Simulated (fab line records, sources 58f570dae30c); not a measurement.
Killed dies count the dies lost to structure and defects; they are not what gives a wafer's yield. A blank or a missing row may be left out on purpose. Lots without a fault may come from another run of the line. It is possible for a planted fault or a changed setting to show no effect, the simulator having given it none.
fab line records	flow berkeleyCmos170
record lots=14	wafers=42	lastDay=11
route steps=331 shown CONTACT@233 M3@310
lots that met no fault: taken from a fault-free run of the same line
startH: the number of hours between the record's first day and the start of the first shown wafer of the lot	waitH: hours since the lot's step before	" the same as in the row above	L1.1+2: a single row standing in for several wafers	- no value present, or no start provided	* or withheld: withheld	< > ~ a bound
route shown NAME@n: a module of which the file shows steps, and the number in the route of the first	usual: average and standard deviation across the fault-free wafers	same: alike in all rows	chamber/n: place in a boat	sites: the reading at each site	_std_site: the standard deviation of these	_edge_site: outer sites' mean less inner sites'	radiusMm: for every site, how far away it sits from the centre of the wafer	mask NAME#n: copy n	behind: the tool/chamber that last shaped the wafer	hold: cause of the lot's hold/its duration in hours/its outcome	device: names the non-switching transistor (n, p or np)	end of line: tests of these same wafers at the route's end	a step without rows: its recipe alone	killed: the dies lost at the first sort to structure and to defects; this is not the yield of the wafer	map: a wafer's dies, marking killed ones x, the rest . and places with no die _
set.NAME: setting as actually run; set.NAME@STEP: the setting as run at that earlier step	model.NAME: the simulator's own value behind a step, which no gauge read
one table for each step of the route and one row for each wafer, over a sample of lots
services: a tool's chamber out of use, with start hour (startH, from the record's first day; less than 0 if before it), hours out, and reason
## steps
# step UCB170_CONTACT_ETCH_17
# recipe chemistry=N2/H2	targetDepthA=withheld	overetchA=withheld	target=BARC	timeS=withheld	sourceW=500	biasW=100	pressureMtorr=30	n2FlowSccm=100	h2FlowSccm=200
# usual drypumpMotorCurrentA=5.6/0.37	oesProductAu=0.994/0.017	throttleValvePct=13.35/0.14
lot.wafer	tool	chamber	startH	waitH	drypumpMotorCurrentA	oesProductAu	throttleValvePct
L280.1	rieDiel-03	0	155.60	0.0	5.5	1.002	13.11
L280.2	"	1	"	"	5.7	1.012	13.37
L280.5	"	2	"	"	5.6	1.004	13.50
L282.2	rieDiel-04	0	167.33	0.0	6.0	1.008	13.43
L282.3	"	1	"	"	5.7	0.998	13.36
L282.5	"	0	"	"	6.0	1.007	13.42
L283.1	rieDiel-02	3	174.47	0.0	5.1	0.974	13.14
L283.5	"	0	"	"	6.0	0.982	13.16
L283.6	"	3	"	"	5.1	0.971	13.15
L285.2	rieDiel-04	3	192.48	0.0	5.8	1.004	13.31
L285.4	"	2	"	"	6.2	0.973	13.36
L285.5	"	3	"	"	5.8	0.994	13.31
L287.2	rieDiel-02	0	203.44	0.0	6.0	0.967	13.16
L287.3	"	3	"	"	5.1	0.973	13.13
L287.4	"	1	"	"	5.4	1.011	13.39
L288.3	rieDiel-03	1	203.95	0.0	5.7	1.013	13.36
L288.4	"	3	"	"	4.7	0.968	13.70
L288.6	"	1	"	"	5.7	1.012	13.39
L289.2	rieDiel-04	1	210.35	0.0	5.8	0.972	13.36
L289.5	"	1	"	"	5.8	0.990	13.36
L289.6	"	2	"	"	6.1	0.970	13.34
L292.1	rieDiel-04	0	215.35	0.0	6.0	1.000	13.42
L292.2	"	1	"	"	5.7	0.987	13.40
L292.6	"	0	"	"	6.0	1.001	13.39
L293.1	rieDiel-04	3	215.74	0.0	5.8	1.017	13.37
L293.3	"	0	"	"	6.1	1.003	13.40
L293.6	"	2	"	"	6.1	0.979	13.35
L294.1	rieDiel-04	0	225.05	0.0	6.1	0.999	13.40
L294.5	"	2	"	"	6.1	0.968	13.34
L294.6	"	1	"	"	5.7	0.981	13.36
L296.1	rieDiel-04	2	247.01	0.0	6.1	0.981	13.34
L296.5	"	0	"	"	6.1	1.004	13.41
L296.6	"	1	"	"	5.7	0.985	13.37
L297.2	rieDiel-02	2	248.17	0.0	5.2	1.021	13.24
L297.4	"	2	"	"	5.2	1.008	13.25
L297.6	"	1	"	"	5.4	1.005	13.39
L298.1	rieDiel-02	1	249.97	0.0	5.4	1.019	13.37
L298.3	"	0	"	"	6.0	0.975	13.17
L298.4	"	0	"	"	6.0	0.980	13.15
L299.2	rieDiel-03	0	257.10	0.0	5.4	1.001	13.11
L299.4	"	1	"	"	5.7	1.009	13.38
L299.5	"	3	"	"	4.7	0.964	13.70
# step UCB170_CONTACT_STRIP_19
# recipe chemistry=O2	powerW=400	pressureMtorr=3500	platenTempC=withheld	o2FlowSccm=400	overashFraction=0.5
# usual drypumpMotorCurrentA=5.8/0.32	oesProductAu=0.725/0.0047
lot.wafer	tool	chamber	startH	waitH	drypumpMotorCurrentA	oesProductAu	rfHoursCounterH
L280.1	plasmaAsher-02	1	155.77	-	5.6	0.728	37
L280.2	"	0	"	"	6.2	0.722	37
L280.5	"	1	"	"	5.6	0.735	-
L282.2	plasmaAsher-02	1	167.50	-	5.6	0.725	38
L282.3	"	1	"	"	5.6	0.732	-
L282.5	"	0	"	"	6.2	0.728	-
L283.1	plasmaAsher-02	0	174.64	-	6.2	0.729	39
L283.5	"	1	"	"	5.6	0.720	-
L283.6	"	0	"	"	6.2	0.730	-
L285.2	plasmaAsher-04	0	192.65	-	5.8	0.724	8
L285.4	"	0	"	"	5.7	0.724	-
L285.5	"	0	"	"	5.8	0.720	-
L287.2	plasmaAsher-02	1	203.61	-	5.6	0.723	42
L287.3	"	1	"	"	5.6	0.722	-
L287.4	"	0	"	"	6.2	0.727	-
L288.3	plasmaAsher-04	0	204.15	-	5.7	0.722	-
L288.4	"	1	"	"	6.1	0.720	-
L288.6	"	0	"	"	5.7	0.728	-
L289.2	plasmaAsher-02	1	210.51	-	5.6	0.717	43
L289.5	"	0	"	"	6.2	0.731	-
L289.6	"	1	"	"	5.6	0.725	-
L292.1	plasmaAsher-02	1	215.52	-	5.6	0.719	43
L292.2	"	0	"	"	6.2	0.719	43
L292.6	"	0	"	"	6.2	0.719	-
L293.1	plasmaAsher-02	0	215.90	-	6.2	0.727	43
L293.3	"	0	"	"	6.2	0.716	-
L293.6	"	0	"	"	6.2	0.727	-
L294.1	plasmaAsher-01	1	225.22	-	5.3	0.715	55
L294.5	"	0	"	"	5.7	0.723	-
L294.6	"	1	"	"	5.3	0.727	-
L296.1	plasmaAsher-01	0	247.18	-	5.7	0.725	57
L296.5	"	1	"	"	5.2	0.727	-
L296.6	"	0	"	"	5.7	0.718	-
L297.2	plasmaAsher-04	0	248.34	-	5.7	0.726	14
L297.4	"	1	"	"	6.1	0.724	-
L297.6	"	1	"	"	6.1	0.717	-
L298.1	plasmaAsher-02	0	250.14	-	6.2	0.726	47
L298.3	"	0	"	"	6.2	0.722	-
L298.4	"	1	"	"	5.6	0.715	-
L299.2	plasmaAsher-01	0	257.26	-	5.7	0.727	58
L299.4	"	1	"	"	5.3	0.723	-
L299.5	"	0	"	"	5.7	0.727	-
# step UCB170_M3_SPUTTER_01
# recipe material=Al	targetThkNm=900	timeS=120	powerW=6000	chamberPressurePa=0.5
# usual throttleValvePct=30.2/1.1
lot.wafer	tool	chamber	startH	waitH	throttleValvePct
L280.1	pvdSputter-04	-	171.52	0.0	30.7
L280.2	"	-	"	"	30.5
L280.5	"	-	"	"	30.9
L282.2	pvdSputter-04	-	185.09	0.0	27.7
L282.3	"	-	"	"	30.6
L282.5	"	-	"	"	31.0
L283.1	pvdSputter-01	-	195.40	0.0	30.7
L283.5	"	-	"	"	28.9
L283.6	"	-	"	"	29.5
L285.2	pvdSputter-03	-	207.81	0.0	31.0
L285.4	"	-	"	"	31.6
L285.5	"	-	"	"	31.2
L287.2	pvdSputter-01	-	221.73	0.0	31.0
L287.3	"	-	"	"	29.4
L287.4	"	-	"	"	29.9
L288.3	pvdSputter-03	-	221.97	0.0	31.7
L288.4	"	-	"	"	31.7
L288.6	"	-	"	"	31.1
L289.2	pvdSputter-01	-	226.75	0.0	29.1
L289.5	"	-	"	"	30.0
L289.6	"	-	"	"	30.9
L293.1	pvdSputter-03	-	232.24	0.0	31.3
L293.3	"	-	"	"	31.1
L293.6	"	-	"	"	30.8
L292.1	pvdSputter-04	-	232.40	0.0	30.8
L292.2	"	-	"	"	27.7
L292.6	"	-	"	"	30.7
L294.1	pvdSputter-03	-	242.05	0.0	30.9
L294.5	"	-	"	"	29.9
L294.6	"	-	"	"	31.2
L296.1	pvdSputter-03	-	266.97	0.0	31.1
L296.5	"	-	"	"	32.1
L296.6	"	-	"	"	31.1
L297.2	pvdSputter-04	-	267.23	0.0	27.5
L297.4	"	-	"	"	31.1
L297.6	"	-	"	"	31.0
L298.1	pvdSputter-01	-	267.52	0.0	31.0
L298.3	"	-	"	"	30.1
L298.4	"	-	"	"	29.6
L299.2	pvdSputter-04	-	272.92	0.0	27.5
L299.4	"	-	"	"	30.4
L299.5	"	-	"	"	30.7
# step UCB170_M3_RS_MEAS_02
# recipe thkMeasGauge=four-point-probe	reads=Al_of_M3_SPUTTER_01
# usual M3_AL_RS=0.0322/0.00033
lot.wafer	tool	chamber	startH	waitH	M3_AL_RS[ohm/sq]
L280.1	filmMetro-01	-	171.60	0.0	0.0323
L280.2	"	-	"	"	0.0321
L280.5	"	-	"	"	0.0323
L282.2	filmMetro-03	-	185.20	0.1	0.0324
L282.3	"	-	"	"	0.0321
L282.5	"	-	"	"	0.0320
L283.1	filmMetro-04	-	195.48	0.0	0.0326
L283.5	"	-	"	"	0.0321
L283.6	"	-	"	"	0.0322
L285.2	filmMetro-03	-	207.91	0.1	0.0329
L285.4	"	-	"	"	0.0321
L285.5	"	-	"	"	0.0323
L287.2	filmMetro-01	-	221.83	0.1	0.0332
L287.3	"	-	"	"	0.0325
L287.4	"	-	"	"	0.0324
L288.3	filmMetro-03	-	222.09	0.1	0.0320
L288.4	"	-	"	"	0.0321
L288.6	"	-	"	"	0.0323
L289.2	filmMetro-01	-	226.85	0.1	0.0319
L289.5	"	-	"	"	0.0321
L289.6	"	-	"	"	0.0325
L293.1	filmMetro-04	-	232.32	0.0	0.0323
L293.3	"	-	"	"	0.0326
L293.6	"	-	"	"	0.0326
L292.1	filmMetro-03	-	232.48	0.0	0.0318
L292.2	"	-	"	"	0.0318
L292.6	"	-	"	"	0.0318
L294.1	filmMetro-01	-	242.14	0.0	0.0192
L294.5	"	-	"	"	0.0323
L294.6	"	-	"	"	0.0321
L296.1	filmMetro-03	-	267.06	0.0	0.0320
L296.5	"	-	"	"	0.0321
L296.6	"	-	"	"	0.0191
L297.2	filmMetro-04	-	267.33	0.1	0.0326
L297.4	"	-	"	"	0.0322
L297.6	"	-	"	"	0.0326
L298.1	filmMetro-01	-	267.61	0.0	0.0331
L298.3	"	-	"	"	0.0325
L298.4	"	-	"	"	0.0326
L299.2	filmMetro-04	-	273.03	0.1	0.0317
L299.4	"	-	"	"	0.0316
L299.5	"	-	"	"	0.0315
# step UCB170_M3_THK_MEAS_03
# recipe thkMeasGauge=xrf	reads=Al_of_M3_SPUTTER_01
# usual M3_AL_THK=897/10
lot.wafer	tool	chamber	startH	waitH	M3_AL_THK[nm]
L280.1	filmMetro-01	-	171.72	0.1	898
L280.2	"	-	"	"	896
L280.5	"	-	"	"	893
L282.2	filmMetro-03	-	185.31	0.1	886
L282.3	"	-	"	"	895
L282.5	"	-	"	"	903
L283.1	filmMetro-04	-	195.60	0.1	885
L283.5	"	-	"	"	910
L283.6	"	-	"	"	901
L285.2	filmMetro-03	-	208.02	0.1	881
L285.4	"	-	"	"	895
L285.5	"	-	"	"	895
L287.2	filmMetro-01	-	221.94	0.1	872
L287.3	"	-	"	"	885
L287.4	"	-	"	"	889
L288.3	filmMetro-03	-	222.19	0.1	901
L288.4	"	-	"	"	899
L288.6	"	-	"	"	893
L289.2	filmMetro-01	-	226.96	0.1	910
L289.5	"	-	"	"	902
L289.6	"	-	"	"	892
L293.1	filmMetro-04	-	232.44	0.1	894
L293.3	"	-	"	"	892
L293.6	"	-	"	"	887
L292.1	filmMetro-03	-	232.60	0.1	909
L292.2	"	-	"	"	909
L292.6	"	-	"	"	910
L294.1	filmMetro-01	-	242.26	0.1	1498
L294.5	"	-	"	"	897
L294.6	"	-	"	"	901
L296.1	filmMetro-03	-	267.18	0.1	905
L296.5	"	-	"	"	903
L296.6	"	-	"	"	1508
L297.2	filmMetro-04	-	267.44	0.1	895
L297.4	"	-	"	"	905
L297.6	"	-	"	"	893
L298.1	filmMetro-01	-	267.73	0.1	871
L298.3	"	-	"	"	885
L298.4	"	-	"	"	883
L299.2	filmMetro-04	-	273.14	0.1	917
L299.4	"	-	"	"	920
L299.5	"	-	"	"	923
# step UCB170_M3_CD_MEAS_15
# recipe targetCdNm=700
# usual cdNm=700.0/1.2
lot.wafer	tool	chamber	startH	waitH	cdNm
L280.1	cdSem-01	-	174.79	-	699.6
L280.2	"	-	"	"	698.3
L280.5	"	-	"	"	699.9
L282.2	cdSem-01	-	187.33	-	698.1
L282.3	"	-	"	"	699.5
L282.5	"	-	"	"	698.8
L283.1	cdSem-02	-	198.29	-	698.9
L283.5	"	-	"	"	698.9
L283.6	"	-	"	"	700.0
L285.2	cdSem-01	-	209.67	-	699.5
L285.4	"	-	"	"	700.2
L285.5	"	-	"	"	700.7
L287.2	cdSem-02	-	223.95	-	700.0
L287.3	"	-	"	"	699.3
L287.4	"	-	"	"	698.8
L288.3	cdSem-02	-	224.21	-	701.2
L288.4	"	-	"	"	699.1
L288.6	"	-	"	"	700.6
L289.2	cdSem-01	-	229.17	-	700.8
L289.5	"	-	"	"	702.1
L289.6	"	-	"	"	701.0
L293.1	cdSem-01	-	234.49	-	698.8
L293.3	"	-	"	"	698.8
L293.6	"	-	"	"	699.2
L292.1	cdSem-01	-	234.73	-	700.8
L292.2	"	-	"	"	700.1
L292.6	"	-	"	"	700.7
L294.1	cdSem-01	-	244.02	-	701.3
L294.5	"	-	"	"	699.2
L294.6	"	-	"	"	699.1
L296.1	cdSem-01	-	270.48	-	699.0
L296.5	"	-	"	"	700.1
L296.6	"	-	"	"	698.0
L297.2	cdSem-01	-	270.92	-	701.3
L297.4	"	-	"	"	701.2
L297.6	"	-	"	"	700.7
L298.1	cdSem-02	-	271.48	-	698.6
L298.3	"	-	"	"	698.8
L298.4	"	-	"	"	698.6
L299.2	cdSem-01	-	274.90	-	696.7
L299.4	"	-	"	"	697.0
L299.5	"	-	"	"	698.3
# step UCB170_M3_METAL_ETCH_18
# recipe chemistry=Cl2/BCl3	target=Al	stopOn=SiO2	pressureMtorr=12	targetDepthA=11700	overEtchFrac=0.3	timeS=195	icpW=600	biasW=120	Cl2_flow_sccm=90	bcl3FlowSccm=45
# usual drypumpMotorCurrentA=5.9/0.32	oesProductAu=0.854/0.016	throttleValvePct=24.42/0.1
# same overEtchFrac=0.3
lot.wafer	tool	chamber	startH	waitH	drypumpMotorCurrentA	oesProductAu	rfHoursCounterH	throttleValvePct
L280.1	rieMetal-04	0	174.99	-	6.1	0.868	13	24.35
L280.2	"	1	"	"	6.0	0.852	9	24.42
L280.5	"	0	"	"	6.1	0.871	-	24.36
L282.2	rieMetal-01	0	187.50	-	5.8	0.841	0	24.68
L282.3	"	0	"	"	5.8	0.834	-	24.70
L282.5	"	0	"	"	5.8	0.841	-	24.69
L283.1	rieMetal-04	0	198.49	-	6.1	0.870	13	24.36
L283.5	"	1	"	"	6.0	0.856	-	24.40
L283.6	"	0	"	"	6.1	0.885	-	24.35
L285.2	rieMetal-04	1	209.85	-	6.0	0.850	10	24.43
L285.4	"	0	"	"	6.1	0.879	-	24.36
L285.5	"	1	"	"	6.0	0.854	-	24.42
L287.2	rieMetal-04	1	224.13	-	6.0	0.844	10	24.43
L287.3	"	1	"	"	6.0	0.849	-	24.43
L287.4	"	0	"	"	6.1	0.868	-	24.36
L288.3	rieMetal-01	1	224.43	-	6.3	0.863	-	24.33
L288.4	"	0	"	"	5.9	0.843	-	24.70
L288.6	"	1	"	"	6.3	0.848	-	24.32
L289.2	rieMetal-03	1	229.35	-	5.9	0.870	7	24.43
L289.5	"	0	"	"	5.3	0.834	-	24.41
L289.6	"	1	"	"	5.9	0.860	-	24.43
L293.1	rieMetal-01	1	234.69	-	6.3	0.861	12	24.36
L293.3	"	1	"	"	6.3	0.857	-	24.33
L293.6	"	1	"	"	6.3	0.847	-	24.34
L292.1	rieMetal-04	0	234.93	-	6.0	0.880	15	24.35
L292.2	"	1	"	"	6.0	0.856	11	24.41
L292.6	"	0	"	"	6.1	0.876	-	24.35
L294.1	rieMetal-04	1	244.22	-	6.0	1.023	11	24.33
L294.5	"	0	"	"	6.1	0.881	-	24.36
L294.6	"	1	"	"	6.0	0.849	-	24.42
L296.1	rieMetal-03	1	270.68	-	5.9	0.864	8	24.43
L296.5	"	0	"	"	5.3	0.829	-	24.40
L296.6	"	1	"	"	6.0	1.006	-	24.37
L297.2	rieMetal-04	1	271.10	-	6.0	0.850	12	24.41
L297.4	"	1	"	"	6.0	0.860	-	24.40
L297.6	"	1	"	"	6.0	0.851	-	24.42
L298.1	rieMetal-03	1	271.68	-	5.9	0.849	9	24.44
L298.3	"	0	"	"	5.3	0.825	-	24.39
L298.4	"	1	"	"	6.0	0.858	-	24.44
L299.2	rieMetal-04	0	275.08	-	6.1	0.885	16	24.37
L299.4	"	0	"	"	6.1	0.885	-	24.35
L299.5	"	0	"	"	6.1	0.886	-	24.37
## services
tool	chamber	startH	hours	kind
rieDiel-02	-	145.61	0.7	repair
rieDiel-04	1	150.85	3.4	repair
rieMetal-01	0	154.67	-	clean
rieMetal-01	0	154.67	16.2	scheduledDown
rieMetal-01	0	154.67	16.2	ventCycle
rieDiel-04	1	174.40	9.4	repair
rieMetal-04	1	185.38	3.3	repair
rieDiel-04	3	192.97	-	clean
rieDiel-04	3	192.97	19.9	scheduledDown
rieDiel-04	3	192.97	19.9	ventCycle
pvdSputter-01	-	203.92	1.9	repair
pvdSputter-03	3	204.91	-	consumableReplace:kit
pvdSputter-03	3	204.91	18.0	scheduledDown
pvdSputter-03	3	204.91	18.0	ventCycle
rieMetal-03	0	209.27	16.3	repair
rieDiel-03	-	213.15	28.1	pm
rieMetal-03	-	222.56	2.8	pm
plasmaAsher-04	-	222.89	1.3	repair
rieDiel-02	3	237.48	-	clean
rieDiel-02	3	237.48	24.9	scheduledDown
rieDiel-02	3	237.48	24.9	ventCycle
rieMetal-03	-	239.00	1.4	pm
rieDiel-04	2	239.53	2.3	repair
rieDiel-04	1	274.30	-	clean
## key
firstSign step=UCB170_M3_RS_MEAS_02	reading=M3_AL_RS	direction=down	sigmas=39	usual=0.0322	struck=0.0191
effect step=UCB170_M3_THK_MEAS_03	reading=M3_AL_THK	direction=up	sigmas=59	usual=897	struck=1503
effect step=UCB170_M3_METAL_ETCH_18	reading=oesProductAu	direction=up	sigmas=10	usual=0.854	struck=1.015
metAt UCB170_M3_SPUTTER_01
struckLots L294,L296
struckWafers L294.1,L296.6
laterRowsLeftOut L294.1,L296.6
sortLeftOut L294.1,L296.6
notActingAt UCB170_CONTACT_ETCH_17,UCB170_CONTACT_STRIP_19,UCB170_M3_CD_MEAS_15
onsetBetween 232.24 242.05
fault kind=processParameterDrift	tool=pvdSputter-03	chamber=-	onsetH=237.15	steps=UCB170_M3_SPUTTER_01	channel=timeS	offset=*	shape=step	endH=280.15	actsIn=*	stated=*	scope=struckWafersOnly
# sortLeftOut: the simulated sort isn't trusted on such a fault, so these wafers' sort isn't shown, and their yield isn't known
# laterRowsLeftOut: the simulator's readings of these wafers behind a module that went badly wrong aren't trusted and aren't shown, but for the sort
